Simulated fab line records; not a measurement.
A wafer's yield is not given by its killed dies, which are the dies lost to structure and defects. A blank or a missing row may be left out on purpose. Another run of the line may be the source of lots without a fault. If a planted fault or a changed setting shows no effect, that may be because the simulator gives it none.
Comparing a struck lot with a sound one | flow ritCmos | 36 steps out of a route of 202
Sound: the wafers L279.1, L279.4, L279.5. Wafers L290.1, L290.2, L290.5 were the ones struck. The cause is given at the end.
At each step with rows: each side's tool, then ch and its chambers, then its first start. Under that, the readings that differ: sound wafers | struck wafers | difference of the means | sigmas: that difference in standard deviations of wafers without a fault.
alike: a reading whose means differ by less than 2 such deviations, as well as words and numbers matching on both sides. not compared: withheld readings; readings where some wafer has no value; bounds like >300 that might hide an equal value; numbers whose values overlap and for which the record gives no deviation.
Wherever a step has rows on one side only, a row that says differs or no value, or a row with sigmas, the two part there. Numbers that don't overlap but have no deviation are shown without sigmas and don't part them. Lack of a reading on every wafer of one side parts them only where that side has two or more wafers.

RIT_SILICIDE_RTA_06: time 10 s, ramp up 5 s, ramp down 10 s.
  sound on rtpAnneal-01 ch 0, day 4 06:56; struck on rtpAnneal-02 ch 0, day 6 12:40
  alike: wafer_temp_C_max
RIT_CONTACT_CVD_00: deposits SiO2 from TEOS, target thk 400 nm, time 61 s.
  sound on pecvd-03 ch 0,2, day 4 06:59; struck on pecvd-04 ch 1,2, day 6 12:44
  alike: heaterPowerW
RIT_CONTACT_THK_MEAS_01:
  sound on filmMetro-04 at day 4 07:02; struck on filmMetro-04 at day 6 12:47
  alike: CONTACT_TEOS_THK
then, 6 steps without rows for these wafers: RIT_CONTACT_HMDS_02 (prime time 60 s); RIT_CONTACT_COAT_03 (resist thk 1000 nm); RIT_CONTACT_SOFTBAKE_04 (time 60 s); RIT_CONTACT_EXPOSE_05 (exposes mask M11, target cd 1000 nm); RIT_CONTACT_PEB_06; RIT_CONTACT_DEVELOP_07 (develop time 120 s).
RIT_CONTACT_CD_MEAS_08 targets a cd of 1000 nm.
  sound on cdSem-02 at day 4 08:12; struck on cdSem-01 at day 6 13:56
  alike: cdNm
RIT_CONTACT_OVL_MEAS_09:
  sound on overlay-01 at day 4 08:19; struck on overlay-01 at day 6 14:03
reading          | sound          | struck      | difference | sigmas
CONTACT_OVL (nm) | -1.0 -0.8 -3.6 | 1.0 1.3 1.5 | +3.1       | +2
then, 1 step without rows for these wafers: RIT_CONTACT_HARDBAKE_10 (time 60 s).
RIT_CONTACT_ETCH_11: etches SiO2 in CHF3/CF4/Ar, stops on TiSi2, target depth 480 nm, time 320 s.
  sound on rieDiel-01 ch 0,2, day 4 08:30; struck on rieDiel-02 ch 1,2,3, day 6 14:14
  alike: drypumpMotorCurrentA, oesProductAu, throttleValvePct
  not compared: rfHoursCounterH
RIT_CONTACT_STRIP_12: strips in O2, time 180 s.
  sound on plasmaAsher-03 ch 1, day 4 08:42; struck on plasmaAsher-01 ch 0,1, day 6 14:26
reading                  | sound       | struck      | difference | sigmas
drypumpMotorCurrentA (A) | 6.7 6.7 6.7 | 5.5 5.1 5.5 | -1.3       | -2
  not compared: rfHoursCounterH
RIT_CONTACT_CD_MEAS_90 targets a cd of 1000 nm.
  sound on cdSem-02 at day 4 08:52; struck on cdSem-01 at day 6 14:36
  alike: cdNm
then, 2 steps without rows for these wafers: RIT_CONTACT_CLEAN_13 (cleans in SC1, time 600 s); RIT_CONTACT_CLEAN_14 (cleans in SC2, time 600 s).
RIT_M1_SPUTTER_00: material Al, target thk 400 nm, time 500 s.
  sound on pvdSputter-02 at day 4 09:20; struck on pvdSputter-01 at day 6 15:04
  alike: throttleValvePct
RIT_M1_RS_MEAS_01: measures by four-point-probe.
  sound on filmMetro-04 at day 4 09:40; struck on filmMetro-01 at day 6 15:22
  alike: M1_AL_RS
RIT_M1_THK_MEAS_02: measures by xrf.
  sound on filmMetro-04 at day 4 09:47; struck on filmMetro-01 at day 6 15:29
  alike: M1_AL_THK
then, 6 steps without rows for these wafers: RIT_M1_HMDS_03 (prime time 60 s); RIT_M1_COAT_04 (resist thk 1300 nm); RIT_M1_SOFTBAKE_05 (time 60 s); RIT_M1_EXPOSE_06 (exposes mask M12, target cd 2600 nm); RIT_M1_PEB_07; RIT_M1_DEVELOP_08 (develop time 68 s).
RIT_M1_CD_MEAS_09 targets a cd of 2600 nm.
  sound on cdSem-01 at day 4 10:44; struck on cdSem-01 at day 6 16:37
  alike: cdNm
RIT_M1_OVL_MEAS_10:
  sound on overlay-01 at day 4 10:51; struck on overlay-01 at day 6 16:44
  alike: M1_OVL
then, 1 step without rows for these wafers: RIT_M1_HARDBAKE_11 (time 120 s).
RIT_M1_METAL_ETCH_12: etches Al in Cl2/BCl3, stops on SiO2, time 165 s, target depth 600 nm.
  sound on rieMetal-03 ch 0, day 4 11:08; struck on rieMetal-01 ch 0,1, day 6 17:01
  alike: bcl3FlowSccm, drypumpMotorCurrentA, oesProductAu, throttleValvePct
  not compared: rfHoursCounterH
then, 2 steps without rows for these wafers: RIT_M1_STRIP_13 (strips in nmp, time 600 s); RIT_M1_STRIP_14 (strips in O2, time 180 s).
RIT_M1_CD_MEAS_90 targets a cd of 2600 nm.
  sound on cdSem-02 at day 4 11:40; struck on cdSem-02 at day 6 17:32
  alike: cdNm
then, 1 step without rows for these wafers: RIT_M1_ANNEAL_15 (time 1800 s).
RIT_M1_BOW_MEAS_16:
  sound on filmMetro-03 at day 4 13:17; struck on filmMetro-04 at day 6 19:09
  alike: M1_BOW
RIT_M1_PROBE_99:
  sound on prober-02 at day 4 13:25; struck on prober-01 at day 6 19:16
reading          | sound | struck   | difference | sigmas
killedAtContacts | 0 0 0 | 15 19 26 | +20        | +99 or more
killedDies       | 4 7 4 | 22 26 34 | +22        | +7
killedOnRim      | 1 1 2 | 9 12 3   | +7         | +5
  alike: killedAtFrontEnd, killedOpen, killedShort

== WHERE THEY PART ==
First at RIT_CONTACT_OVL_MEAS_09; last, within this record, at RIT_M1_PROBE_99.

WHY: the cause the simulator had injected
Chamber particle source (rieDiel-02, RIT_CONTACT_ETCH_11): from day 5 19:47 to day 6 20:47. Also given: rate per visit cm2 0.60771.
